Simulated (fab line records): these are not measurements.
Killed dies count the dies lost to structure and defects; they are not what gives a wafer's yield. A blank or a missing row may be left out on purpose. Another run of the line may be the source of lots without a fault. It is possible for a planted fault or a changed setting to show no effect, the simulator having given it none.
Split-lot study ; flow rit-cmos ; route with 202 steps; 5 lots, 23 wafers read

ON THE SPLIT
At RIT_FOX1_OXIDATION_00 (target thk 350.7 nm, ox time 1130 s), the setting temp-c was moved away from the recipe's 1100 C on 20 of the 23 wafers read, by -1.3% to +1.9%. This setting was run at the recipe's value on the other wafers.

The file shows no step between the split and the reading.

THE READING
FOX1_OXIDE_THK (nm), taken at RIT_FOX1_THK_MEAS_01. A value of 352 nm with a standard deviation of 6.5 nm is what fault-free wafers of this fab line usually give.

wafer;tool, chamber at the split;temp-c as run, C;against the recipe;FOX1_OXIDE_THK, nm;against lot-mates on the recipe
L074.1;-, -;1086;-1.3%;330;no lot-mate on the recipe
L074.2;-, -;1086;-1.3%;335;no lot-mate on the recipe
L074.3;-, -;1086;-1.3%;333;no lot-mate on the recipe
L074.4;-, -;1086;-1.3%;331;no lot-mate on the recipe
L074.5;-, -;1086;-1.3%;329;no lot-mate on the recipe
L078.1;-, -;1118;+1.6%;389;no lot-mate on the recipe
L078.3;-, -;1118;+1.6%;389;no lot-mate on the recipe
L078.4;-, -;1118;+1.6%;397;no lot-mate on the recipe
L078.5;-, -;1118;+1.6%;392;no lot-mate on the recipe
L078.6;-, -;1118;+1.6%;388;no lot-mate on the recipe
L079.1;-, -;1121;+1.9%;392;no lot-mate on the recipe
L079.2;-, -;1121;+1.9%;386;no lot-mate on the recipe
L079.4;-, -;1121;+1.9%;389;no lot-mate on the recipe
L079.5;-, -;1121;+1.9%;382;no lot-mate on the recipe
L079.6;-, -;1121;+1.9%;390;no lot-mate on the recipe
L083.1;-, -;1087;-1.2%;329;no lot-mate on the recipe
L083.2;-, -;1087;-1.2%;323;no lot-mate on the recipe
L083.3;-, -;1087;-1.2%;329;no lot-mate on the recipe
L083.4;-, -;1087;-1.2%;327;no lot-mate on the recipe
L083.5;-, -;1087;-1.2%;324;no lot-mate on the recipe
L084.2;furnace-03, 0;1100;recipe;348;-
L084.4;furnace-03, 0;1100;recipe;342;-
L084.6;furnace-03, 0;1100;recipe;350;-

FIT RESULTS
A straight line over all 23 wafers: FOX1_OXIDE_THK changes by +20.1 nm for each +1% of temp-c; r = +0.98; the points scatter about the line by 5.5 nm.
Too few moved wafers with a lot-mate on the recipe to fit a line net of each lot's own level.

THE WHOLE CHAIN: every reading that the file lists as answering this split, in the file's order
step;what it does;reading;change (the file's fit);r (the file's)
RIT_FOX1_OXIDATION_00;target thk 350.7 nm, ox time 1130 s;SiO2_of_FOX1_OXIDATION_00.thk-nm (the simulator's own value, which no gauge read);+20 nm for each +1% of the setting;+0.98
RIT_FOX1_THK_MEAS_01;;FOX1_OXIDE_THK;+20.1 for each +1% of the setting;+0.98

THE FILE'S OWN FIT
FOX1_OXIDE_THK changes by +20.1 nm for each +1% of temp-c, r = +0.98.
